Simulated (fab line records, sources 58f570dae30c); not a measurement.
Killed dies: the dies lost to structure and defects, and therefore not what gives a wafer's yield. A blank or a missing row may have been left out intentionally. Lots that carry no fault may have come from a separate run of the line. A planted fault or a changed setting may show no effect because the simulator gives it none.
Comparing a struck lot with a sound one || flow berkeleyCmos170 || 14 out of 331 route steps
Sound: wafers L245.1, L245.5, L245.6. The struck wafers were L244.1, L244.4, L244.5. The cause is given at the end.
For every step that has rows: the tool of each side, followed by ch and its chambers, followed by its first start. Under that, the readings that differ: sound wafers || struck wafers || difference of the means || sigmas: that difference in standard deviations of wafers without a fault.
alike: readings whose means differ by less than 2 such deviations, and words and numbers that are the same on both sides. not compared: withheld readings, readings that some wafer has no value for, bounds like >300 that may hide the same value, and numbers for which the record gives no deviation and whose values overlap.
A row with sigmas, a row that says differs or no value, or rows on one side alone: a step with any of these is where the two part. Numbers that have no deviation but don't overlap get no sigmas and don't part them. A reading that every wafer of one side lacks parts them only if that side has two wafers or more.

first, 1 step without rows for these wafers: UCB170_NSD_DEVELOP_05 (develop time 45 s).
UCB170_NSD_CD_MEAS_06: the cd target is 1200 nm.
  sound on cdSem-02 at day 8 13:22; struck on cdSem-02 at day 8 15:28
  alike: cdNm
UCB170_NSD_OVL_MEAS_07:
  sound on overlay-01 at day 8 13:29; struck on overlay-01 at day 8 15:35
  alike: NSD_OVL
then, 1 step without rows for these wafers: UCB170_NSD_IMPLANT_08.
UCB170_NSD_STRIP_09: strips in O2.
  sound on plasmaAsher-04 ch 0,1, day 8 13:40; struck on plasmaAsher-01 ch 0,1, day 8 15:47
  alike: drypumpMotorCurrentA, oesProductAu, stripTimeToEndpointS
  not compared: rfHoursCounterH
UCB170_NSD_TW_MEAS_10:
  sound on filmMetro-01 at day 8 13:46; struck on filmMetro-03 at day 8 15:53
{"reading": "NSD_TW", "sound": "4205 4211 4237", "struck": "4174 4179 4152", "difference": -49, "sigmas": -2}
then, 4 steps without rows for these wafers: UCB170_NSD_CLEAN_11 (cleans in SPM, time 600 s); UCB170_BACKSIDE_HMDS_00 (prime time 60 s); UCB170_BACKSIDE_COAT_01 (resist thk 900 nm); UCB170_BACKSIDE_SOFTBAKE_02 (time 60 s).
UCB170_BACKSIDE_STRIP_03: strips in O2.
  sound on plasmaAsher-03 ch 0,1, day 8 15:52; struck on plasmaAsher-01 ch 0,1, day 8 17:01
  alike: drypumpMotorCurrentA, oesProductAu, stripTimeToEndpointS
  not compared: rfHoursCounterH
then, 1 step without rows for these wafers: UCB170_BACKSIDE_CLEAN_04 (cleans in SPM, time 600 s).
UCB170_SDANNEAL_RTA_00: time 10 s.
  struck on rtpAnneal-01, day 8 17:19; sound on rtpAnneal-02 ch 0, day 8 16:09
  no value came back on the struck wafers for annealTempCMax, chamberO2Ppm, lampPowerPct (%), wafer_temp_C_max; on the sound wafers annealTempCMax reads 904.5 905.0 905.2
UCB170_SDANNEAL_RTA_01: time 5 s.
  sound on rtpAnneal-02 ch 0, day 8 16:13; struck on rtpAnneal-01 ch 0, day 8 17:23
{"reading": "wafer_temp_C_max", "sound": "1058.0 1061.9 1057.0", "struck": "1053.9 1055.0 1053.4", "difference": -4.9, "sigmas": -3}
  alike: annealTempCMax, chamberO2Ppm, lampPowerPct

WHERE THEY PART
Last at UCB170_SDANNEAL_RTA_01 as far as this record goes, first at UCB170_NSD_TW_MEAS_10.

WHY: what the simulator had put in
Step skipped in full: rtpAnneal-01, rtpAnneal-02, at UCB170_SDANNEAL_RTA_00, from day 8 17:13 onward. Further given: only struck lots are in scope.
